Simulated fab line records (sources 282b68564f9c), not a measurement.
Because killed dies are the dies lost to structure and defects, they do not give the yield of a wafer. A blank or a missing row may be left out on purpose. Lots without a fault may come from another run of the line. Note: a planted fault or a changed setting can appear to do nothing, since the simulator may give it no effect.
fab line records | flow rit-cmos | part 2 of 2: steps 31 to 42 of 42
record lots=5 wafers=15 last-day=7
route steps=202 shown NSD@135 PSD@142 SDANNEAL@153 PLDD@159 NLDD@160 SILICIDE@161 CONTACT@168
lots untouched by any fault: they come from a run of this same line in which no faults occurred
start-h: hours from the record's opening day to when the first of the lot's shown wafers began | wait-h: hours since the lot's step before | " as in the row above | L1.1+2: one row covering several wafers at once | - no value, or no start given | * or withheld: withheld | < > ~ a bound
route shown NAME@n: a module of which the file shows steps, and the number in the route of the first | usual: the fault-free wafers' mean and standard deviation | same: alike in all rows | chamber/n: place in a boat | sites: per-site readings | _std_site: standard deviation of those values | _edge_site: the outer-site mean with the inner-site mean subtracted | radius-mm: how far each site lies from the wafer's centre | mask NAME#n: copy n | behind: the last tool/chamber to shape the wafer | hold: the reason the lot was held/the length of the hold in hours/how it ended | device: whichever transistor did not switch (one of n, p or np) | end of line: at the end of the route, the tests of the same wafers | a step with no rows: only its recipe | killed: at the first sort, the dies lost to defects and structure; wafer yield is something else | map: shows each die of a wafer: x if killed, . if not, _ if none is there
set.NAME: the setting that was run; set.NAME@STEP: the one run at that earlier step | model.NAME: the simulator's own value behind a step, which no gauge read
lots at selected steps of the route; one table per step, one row per wafer
services: when a tool's chamber went out of use (start-h, in hours from the record's first day, below 0 if earlier), for how many hours, and the reason
## steps
# step RIT_SILICIDE_RTA_04
# recipe temp-c=650 time-s=10 idle-temp-c=25 ramp-up-s=5 ramp-down-s=5 cool-to-c=25 ambient=N2
# usual wafer_temp_C_max=653.8/0.89
# columns lot.wafer tool chamber start-h wait-h wafer_temp_C_max
L074.1 rtp-anneal-02 0 49.61 0.1 654.4
L074.3 " 0 " " 652.5
L074.6 " 0 " " 654.1
L084.1 rtp-anneal-02 0 100.29 0.1 652.8
L084.2 " 0 " " 652.5
L084.5 " 0 " " 653.3
L085.3 rtp-anneal-01 0 105.10 0.1 654.4
L085.4 " 0 " " 653.3
L085.6 " 0 " " 654.8
L096.3 rtp-anneal-01 0 161.62 0.1 653.5
L096.4 " 0 " " 653.4
L096.5 " 0 " " 655.3
L097.1 rtp-anneal-02 0 167.90 0.1 653.8
L097.5 " 0 " " 653.2
L097.6 " 0 " " 654.6
# step RIT_SILICIDE_WET_ETCH_05
# recipe chemistry=SPM target=Ti temp-c=90 time-s=120 dry=n2-spin
# usual temp-c=89.98/0.13
# columns lot.wafer tool chamber start-h wait-h temp-c
L074.1 wet-bench-03 3 49.68 0.1 90.12
L074.3 " 3 " " 90.00
L074.6 " 3 " " 89.97
L084.1 wet-bench-03 3 100.35 0.1 89.74
L084.2 " 3 " " 89.99
L084.5 " 3 " " 89.78
L085.3 wet-bench-03 2 105.15 0.0 90.28
L085.4 " 2 " " 89.94
L085.6 " 2 " " 90.07
L096.3 wet-bench-03 1 161.66 0.0 90.01
L096.4 " 1 " " 90.06
L096.5 " 1 " " 90.01
L097.1 wet-bench-04 3 167.97 0.1 89.96
L097.5 " 3 " " 89.96
L097.6 " 3 " " 89.81
# step RIT_SILICIDE_RTA_06
# recipe temp-c=750 time-s=10 idle-temp-c=25 ramp-up-s=5 ramp-down-s=10 cool-to-c=25 ambient=N2
# usual wafer_temp_C_max=754.5/1.1
# columns lot.wafer tool chamber start-h wait-h wafer_temp_C_max
L074.1 rtp-anneal-01 0 49.72 0.0 755.2
L074.3 " 0 " " 755.4
L074.6 " 0 " " 753.3
L084.1 rtp-anneal-01 0 100.39 0.0 756.9
L084.2 " 0 " " 755.5
L084.5 " 0 " " 755.5
L085.3 rtp-anneal-02 0 105.21 0.0 754.3
L085.4 " 0 " " 753.6
L085.6 " 0 " " 753.4
L096.3 rtp-anneal-02 0 161.73 0.0 754.0
L096.4 " 0 " " 753.3
L096.5 " 0 " " 754.5
L097.1 rtp-anneal-01 0 168.01 0.0 755.7
L097.5 " 0 " " 755.4
L097.6 " 0 " " 753.9
# step RIT_CONTACT_CVD_00
# recipe material=SiO2 target-thk-nm=400 precursor=TEOS temp-c=390 time-s=61 rf-w=400
# usual heater-power-w=328/45
# columns lot.wafer tool chamber start-h wait-h heater-power-w
L074.1 pecvd-02 1 49.79 0.1 320
L074.3 " 0 " " 425
L074.6 " 1 " " 323
L084.1 pecvd-04 0 100.46 0.1 341
L084.2 " 1 " " 257
L084.5 " 1 " " 278
L085.3 pecvd-03 2 105.26 0.0 301
L085.4 " 2 " " 332
L085.6 " 1 " " 348
L096.3 pecvd-04 2 161.77 0.0 352
L096.4 " 0 " " 367
L096.5 " 2 " " 361
L097.1 pecvd-03 1 168.08 0.1 313
L097.5 " 0 " " 299
L097.6 " 2 " " 291
# step RIT_CONTACT_THK_MEAS_01
# recipe reads=SiO2_of_CONTACT_CVD_00
# usual CONTACT_TEOS_THK=400/4.6
# columns lot.wafer tool chamber start-h wait-h CONTACT_TEOS_THK[nm]
L074.1 film-metro-02 - 49.84 0.0 396
L074.3 " - " " 398
L074.6 " - " " 407
L084.1 film-metro-03 - 100.51 0.0 402
L084.2 " - " " 400
L084.5 " - " " 406
L085.3 film-metro-02 - 105.33 0.0 395
L085.4 " - " " 402
L085.6 " - " " 402
L096.3 film-metro-03 - 161.84 0.0 394
L096.4 " - " " 397
L096.5 " - " " 396
L097.1 film-metro-04 - 168.13 0.0 397
L097.5 " - " " 406
L097.6 " - " " 405
# step RIT_CONTACT_HMDS_02
# recipe prime-time-s=60 prime-temp-c=140
# usual prime-temp-c=140.00/0.14
# columns lot.wafer tool chamber start-h wait-h prime-temp-c
L074.1 litho-track-04 0 49.90 0.1 140.06
L074.3 " 0 " " 140.03
L074.6 " 0 " " 140.09
L084.1 litho-track-03 0 100.57 0.1 140.07
L084.2 " 0 " " 140.13
L084.5 " 0 " " 139.94
L085.3 litho-track-03 0 105.42 0.1 140.07
L085.4 " 0 " " 139.85
L085.6 " 0 " " 140.16
L096.3 litho-track-04 0 161.93 0.1 140.12
L096.4 " 0 " " 139.96
L096.5 " 0 " " 139.96
L097.1 litho-track-03 0 168.19 0.1 140.07
L097.5 " 0 " " 140.18
L097.6 " 0 " " 140.19
# step RIT_CONTACT_COAT_03
# recipe resist=NOVOLAK spin-rpm=3250 resist-thk-nm=1000
# usual dispense-pressure-kPa=47.8/2
# columns lot.wafer tool chamber start-h wait-h dispense-pressure-kPa
L074.1 litho-track-04 0 50.05 0.1 48.1
L074.3 " 0 " " 48.0
L074.6 " 0 " " 48.1
L084.1 litho-track-03 0 100.72 0.1 50.0
L084.2 " 0 " " 50.0
L084.5 " 0 " " 50.0
L085.3 litho-track-03 0 105.57 0.1 50.1
L085.4 " 0 " " 50.1
L085.6 " 0 " " 50.0
L096.3 litho-track-04 0 162.08 0.1 48.1
L096.4 " 0 " " 48.1
L096.5 " 0 " " 48.1
L097.1 litho-track-03 0 168.34 0.1 50.1
L097.5 " 0 " " 50.1
L097.6 " 0 " " 50.1
# step RIT_CONTACT_SOFTBAKE_04
# recipe resist=NOVOLAK temp-c=90 time-s=60
# columns lot.wafer tool chamber start-h wait-h
L074.1+3+6 litho-track-04 0 50.20 0.1
L084.1+2+5 litho-track-03 0 100.87 0.1
L085.3+4+6 litho-track-03 0 105.72 0.1
L096.3+4+5 litho-track-04 0 162.23 0.1
L097.1+5+6 litho-track-03 0 168.49 0.1
# step RIT_CONTACT_EXPOSE_05
# recipe mask-id=M11 na=0.6 source-shape=conventional sigma-outer=0.5 target-cd-nm=1000 dose-mj=250
# columns lot.wafer tool chamber start-h wait-h mask
L074.1+3+6 iline-stepper-02 0 50.35 0.1 M11#0
L084.1+2+5 iline-stepper-01 0 101.02 0.1 M11#0
L085.3+4+6 iline-stepper-01 0 105.85 0.1 M11#0
L096.3+4+5 iline-stepper-02 0 162.50 0.2 M11#0
L097.1+5+6 iline-stepper-02 0 168.64 0.1 M11#0
# step RIT_CONTACT_PEB_06
# recipe resist=NOVOLAK temp-c=withheld time-s=withheld
# columns lot.wafer tool chamber start-h wait-h
L074.1+3+6 litho-track-04 0 50.46 0.1
L084.1+2+5 litho-track-01 0 101.17 0.1
L085.3+4+6 litho-track-04 0 106.01 0.1
L096.3+4+5 litho-track-01 0 162.62 0.1
L097.1+5+6 litho-track-04 0 168.75 0.1
# step RIT_CONTACT_DEVELOP_07
# recipe resist=NOVOLAK develop-time-s=123.9 dev-temp-c=23
# columns lot.wafer tool chamber start-h wait-h
L074.1+3+6 litho-track-04 0 - -
L084.1+2+5 litho-track-01 0 - -
L085.3+4+6 litho-track-04 0 - -
L096.3+4+5 litho-track-01 0 - -
L097.1+5+6 litho-track-04 0 - -
# step RIT_CONTACT_CD_MEAS_08
# recipe target-cd-nm=1000
# usual cd-nm=999.4/2.1
# columns lot.wafer tool chamber start-h wait-h cd-nm
L074.1 cd-sem-01 - 50.86 - 1001.2
L074.3 " - " " 1002.0
L074.6 " - " " 999.3
L084.1 cd-sem-02 - 101.57 - 1001.6
L084.2 " - " " 1001.4
L084.5 " - " " 1001.4
L085.3 cd-sem-01 - 106.40 - 999.3
L085.4 " - " " 1000.3
L085.6 " - " " 1000.0
L096.3 cd-sem-02 - 163.01 - 994.7
L096.4 " - " " 993.7
L096.5 " - " " 997.0
L097.1 cd-sem-01 - 169.15 - 998.6
L097.5 " - " " 997.3
L097.6 " - " " 997.5
## services
# columns tool chamber start-h hours kind
implanter-02 - 24.46 19.6 repair
plasma-asher-04 - 30.46 1.8 repair
pecvd-04 - 32.09 6.0 pm
pecvd-04 - 40.29 0.8 repair
implanter-02 - 44.18 7.1 repair
pecvd-02 0 51.20 5.7 repair
implanter-01 - 51.37 0.6 repair
wet-bench-03 - 52.86 0.9 repair
implanter-03 - 72.95 3.6 repair
plasma-asher-01 - 77.77 2.8 pm
implanter-02 - 89.40 6.8 repair
implanter-02 - 94.09 1.1 repair
iline-stepper-02 - 96.81 14.0 repair
plasma-asher-02 - 105.46 2.7 repair
plasma-asher-01 - 108.75 9.0 pm
iline-stepper-01 - 110.81 1.7 pm
implanter-02 - 134.38 5.2 pm
implanter-03 - 135.18 6.8 repair
pecvd-04 0 138.70 4.1 repair
plasma-asher-02 - 143.78 2.8 repair
pvd-sputter-03 - 145.05 0.9 repair
wet-bench-01 - 156.71 5.6 repair
rtp-anneal-02 - 158.43 1.0 pm
implanter-01 - 164.15 4.4 pm
